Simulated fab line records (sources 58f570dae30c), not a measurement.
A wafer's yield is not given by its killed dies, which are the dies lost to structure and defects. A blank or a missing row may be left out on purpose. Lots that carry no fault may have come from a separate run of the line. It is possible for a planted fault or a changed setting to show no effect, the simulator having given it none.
Code-filled problem report in 8D (eight disciplines) form / flow berkeley-cmos170 / the parts of the form that need people (team, actions taken, sign-off) are left out

== 1. PROBLEM STATEMENT ==
Mean V2_TEOS_THK at UCB170_V2_THK_MEAS_01: 993 nm over 6 wafers in 2 lots; fault-free wafers: 2010 nm, standard deviation 25. Relative to the usual mean, that is a shift of -41 standard deviations.
Earliest sighting: wafer L219.2 on film-metro-01 at day 12 09:16. The record holds 42 wafers of 14 lots with a number at this step. By rule, "out" or "out of limits" means more than 4 standard deviations away from the usual mean. The rest of the wafers with a number are treated as sound.

== 2. WHAT IT IS, AND WHAT IT ISN'T ==
question=which readings at this step | is=V2_TEOS_THK | is not=-
question=which lots | is=L219, L220 | is not=L202, L203, L205, L206, L208, L210, L212, L215, L217, L221, L223, L224
question=which wafers of those lots | is=all that have a number | is not=-
question=read on which gauges | is=film-metro-01, film-metro-02 | is not=film-metro-04
question=when | is=from day 12 09:16 | is not=up to then (27 sound wafers); but 9 sound wafers of L221, L223, L224 came after

== 3. THE SUSPECTS, EACH WITH WHAT RULES IT OUT ==
Counting: a tool stays on the suspect list if, at a process step up to the reading, it processed all lots that are out and no sound lot following the first of them.
- ruled out: the gauge at UCB170_V2_THK_MEAS_01. 2 gauges (film-metro-01, film-metro-02) read the wafers that are out.
- rie-diel-02 at UCB170_M2_ETCH_17 (etches BARC in N2/H2): ruled out as a lasting fault. Following L219 (day 12 08:39), the first lot on it that is out, the sound lots L223 were run on it.
- pecvd-04 at UCB170_V2_CVD_00 (deposits SiO2 from TEOS/O2, target thk 2000 nm, time 250 s): kept. Every lot that is out went through it, starting with L219 (day 12 09:06), and after that it ran no sound lot; the last sound lot it ran before then is L215 (day 11 14:25).
Remaining after the count: pecvd-04 at UCB170_V2_CVD_00.

== 4. THE CAUSE (what the simulator had put in) ==
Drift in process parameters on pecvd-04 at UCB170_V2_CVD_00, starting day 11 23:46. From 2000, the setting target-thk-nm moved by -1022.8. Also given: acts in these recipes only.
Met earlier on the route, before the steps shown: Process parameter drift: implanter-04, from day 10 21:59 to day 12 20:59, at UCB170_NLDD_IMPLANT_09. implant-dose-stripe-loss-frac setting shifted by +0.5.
Only this tool survived the counting.

== 5. THE CHAIN OF EFFECTS, in route order ==
Each row: a reading where the mean over the struck wafers with a number is more than 3 standard deviations away from the usual. Only readings whose record carries a usual standard deviation are examined. hours: median over the lots of the time between each lot's start at the first step of this table that gives one and its start at this step. sigmas: the change, counted in usual standard deviations.
hours=0; step=UCB170_V2_THK_MEAS_01; reading=V2_TEOS_THK; usual=2010 nm; on struck wafers=993; change=-1017; sigmas=-41
hours=10; step=UCB170_V2_THK_MEAS_04; reading=V2_POLISHED_THK; usual=1000.1 nm; on struck wafers=984.9; change=-15.2; sigmas=-12

== 6. HOW IT WOULD HAVE BEEN CAUGHT EARLIER ==
10 hours passed between the start of the fault at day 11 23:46 and the first reading out of limits at a measuring or inspecting step in this record, taken at day 12 09:16.
Of the tool readings at UCB170_V2_CVD_00 for which the record gives a usual standard deviation, none was out on any struck wafer, so an alarm limit of 4 standard deviations on them would not have fired.
Lots out: 2; of these, L220 started UCB170_V2_CVD_00 on pecvd-04 after day 12 09:16. Holding the tool at that time would have saved it.
